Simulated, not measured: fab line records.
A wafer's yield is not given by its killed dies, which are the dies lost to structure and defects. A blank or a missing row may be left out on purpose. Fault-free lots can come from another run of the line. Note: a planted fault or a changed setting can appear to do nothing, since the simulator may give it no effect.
A struck lot beside a sound one || flow rit cmos || 17 steps out of a route of 202
Sound: wafers L844.1, L844.4, L844.5. Wafers L849.1, L849.2, L849.5 were the ones struck. At the end, the cause is stated.
For every step that has rows: the tool of each side, followed by ch and its chambers, followed by its first start. Under that, the readings that differ: sound wafers || struck wafers || difference of the means || sigmas: that difference in standard deviations of wafers without a fault.
alike: readings with means less than 2 such deviations apart, plus words and numbers identical on both sides. not compared: withheld readings, readings lacking a value on some wafer, bounds such as >300 that could conceal the same value, and numbers that have no deviation in the record and whose values overlap.
The two part at a step that has a row with sigmas, a row that says differs or no value, or rows on one side only. Numbers that have no deviation but don't overlap get no sigmas and don't part them. A reading missing from all wafers of one side parts the sides only when that side holds two or more wafers.

first, 1 step without rows for these wafers: RIT_PRETRO_DEVELOP_05 (develop time 68 s).
RIT_PRETRO_OVL_MEAS_06:
  sound on overlay-02, day 2 09:06; struck on overlay-02, day 3 11:55
  alike: PRETRO_OVL
then, 2 steps without rows for these wafers: RIT_PRETRO_HARDBAKE_07 (time 120 s); RIT_PRETRO_IMPLANT_08.
RIT_PRETRO_STRIP_09: strips in O2, time 180 s.
  sound on plasma asher-02 ch 1, day 2 09:32; struck on plasma asher-02 ch 0,1, day 3 12:22
  alike: drypump motor current A
  not compared: rf hours counter h
RIT_PRETRO_TW_MEAS_10:
  sound on film metro-01, day 2 09:43; struck on film metro-03, day 3 12:32
  alike: PRETRO_TW
then, 5 steps without rows for these wafers: RIT_GATE_WET_ETCH_00 (etches SiO2 in BOE, target depth 56 nm, time 60 s); RIT_GATE_CLEAN_01 (cleans in SC1, time 600 s); RIT_GATE_CLEAN_02 (cleans in dHF, time 30 s); RIT_GATE_CLEAN_03 (cleans in SC2, time 600 s); RIT_GATE_CLEAN_04 (cleans in dHF, time 60 s).
RIT_FOX2_THK_MEAS_91:
  sound on film metro-04, day 2 10:13; struck on film metro-01, day 3 13:01
  alike: FIELD_OXIDE_LEFT_2_THK
RIT_GATE_OXIDATION_05: target thk 3 nm, ox time 270 s.
  sound on furnace-02 ch 0, day 2 14:26; struck on furnace-01 ch 0, day 3 14:03
{"reading": "spike tc centre C (C)", "sound": "902.1 902.0 901.8", "struck": "886.6 888.9 887.5", "difference": -14.3, "sigmas": -10}
{"reading": "spike tc load C (C)", "sound": "930 929 930", "struck": "916 914 915", "difference": -15, "sigmas": -4}
{"reading": "spike tc source C (C)", "sound": "923.1 924.2 924.6", "struck": "911.4 908.8 911.4", "difference": -13.4, "sigmas": -8}
{"reading": "model.SiO2_of_GATE_OXIDATION_05.thk nm (nm)", "sound": "2.993 2.979 3.006", "struck": "2.556 2.518 2.494", "difference": -0.470, "sigmas": ""}
  alike: tube_center_temp_C_max
then, 1 step without rows for these wafers: RIT_GATE_ANNEAL_06 (time 600 s).
RIT_GATE_THK_MEAS_07:
  sound on film metro-04, day 2 15:46; struck on film metro-04, day 3 16:20
{"reading": "GATE_OXIDE_THK (nm)", "sound": "3.05 3.03 3.02", "struck": "2.52 2.50 2.42", "difference": -0.55, "sigmas": -8}
then, 1 step without rows for these wafers: RIT_GATE_CVD_08 (deposits poly-Si from SiH4, target thk 250 nm, time 2220 s).
RIT_M1_PROBE_99:
  sound on prober-01, day 3 16:27; struck on prober-02, day 4 16:11
{"reading": "model.etest.pmos_0p3.r on ohm um", "sound": "6129 6142 6153", "struck": "5496 5501 5345", "difference": -694, "sigmas": ""}
{"reading": "model.etest.pmos turned.r on ohm um", "sound": "3362 3260 3364", "struck": "3083 3108 2957", "difference": -279, "sigmas": ""}
{"reading": "model.etest.pmos_0p15.r on ohm um", "sound": "2699 2611 2694", "struck": "2428 2465 2342", "difference": -256, "sigmas": ""}
{"reading": "model.etest.nmos_0p3.r on ohm um", "sound": "2111 2084 2108", "struck": "1918 1948 1876", "difference": -187, "sigmas": ""}
{"reading": "model.etest.nmos_0p15.drive ua um", "sound": "474.4 489.9 475.5", "struck": "547.8 548.9 568.9", "difference": "+75.3", "sigmas": ""}
{"reading": "model.etest.nmos narrow.drive ua um", "sound": "232.3 235.6 235.2", "struck": "280.7 282 279.6", "difference": "+46.4", "sigmas": ""}
{"reading": "model.etest.nmos_0p3.drive ua um", "sound": "234.2 237.3 235.8", "struck": "275.5 281.3 280.5", "difference": "+43.3", "sigmas": ""}
{"reading": "model.etest.pmos_0p15.drive ua um", "sound": "259.3 270.6 262.3", "struck": "306.9 308.9 321", "difference": "+48.2", "sigmas": ""}
  alike: killed at front end, killed dies, killed open, killed short

== WHERE THEY PART ==
Last at RIT_GATE_THK_MEAS_07 as far as this record goes, first at RIT_GATE_OXIDATION_05. Later steps at which nothing parts them and some readings are alike: RIT_M1_PROBE_99.

WHY: whatever the simulator had introduced
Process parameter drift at RIT_GATE_OXIDATION_05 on furnace-01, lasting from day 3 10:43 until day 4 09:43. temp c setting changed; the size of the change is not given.
